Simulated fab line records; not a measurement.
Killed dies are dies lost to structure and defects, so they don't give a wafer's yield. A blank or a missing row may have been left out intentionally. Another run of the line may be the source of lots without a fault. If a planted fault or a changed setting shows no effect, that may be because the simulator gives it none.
What tool caused it?    flow berkeley cmos170    7 lots, 21 wafers sampled, at 3 steps of a route of 331

WHAT EACH GAUGE READ, for each wafer
UCB170_PWELL_TW_MEAS_17.
lot   measured     on             PWELL_TW
L957  day 3 09:11  film metro-04  374 372 372
L959  day 3 16:07  film metro-02  381 381 382
L961  day 4 05:27  film metro-01  382 379 382
L963  day 4 14:42  film metro-01  381 380 379
L977  day 7 15:59  film metro-01  377 378 381
L979  day 7 22:17  film metro-02  387 385 384

WHICH TOOL RAN EACH LOT (tool, then ch and the chambers of the sampled wafers, then the start)
lot   UCB170_NWELL_ANNEAL_03        UCB170_NWELL_STRIP_15
L957  furnace-01 ch 0, day 2 08:13  plasma asher-04 ch 0,1, day 2 12:35
L959  furnace-02 ch 0, day 2 20:09  plasma asher-02 ch 0,1, day 3 00:49
L961  furnace-02 ch 0, day 3 04:04  plasma asher-02 ch 0,1, day 3 09:00
L963  furnace-02 ch 0, day 3 13:45  plasma asher-02 ch 0, day 3 18:15
L970  furnace-02, day 4 21:21       plasma asher-02 ch 0,1, day 5 02:53
L977  furnace-01 ch 0, day 6 14:09  plasma asher-02 ch 0,1, day 6 22:21
L979  furnace-02 ch 0, day 6 19:22  plasma asher-04 ch 0,1, day 7 00:40
- UCB170_NWELL_ANNEAL_03: time 900 s.
- UCB170_NWELL_STRIP_15: strips in O2.

THE ANSWER, worked out from the rows above alone
Rule: usual is defined by the lots themselves. Put in order of their means at a reading, lots are off if they are a third of the lots or fewer, leave a main group of 4 or more, and stand apart from it by a gap of 3 or more times the standard deviation of the main group's means; of several such gaps the widest counts. If all means in a main group match to the digits the tables above print for the reading, that group is not used. A lot without any number at a reading at which 4 lots or more have one is off too. Any other lot the step has rows for is counted as sound.
No lot is off at any reading shown: from this, nothing can be told.

WHAT THE SIMULATOR HAD PUT IN
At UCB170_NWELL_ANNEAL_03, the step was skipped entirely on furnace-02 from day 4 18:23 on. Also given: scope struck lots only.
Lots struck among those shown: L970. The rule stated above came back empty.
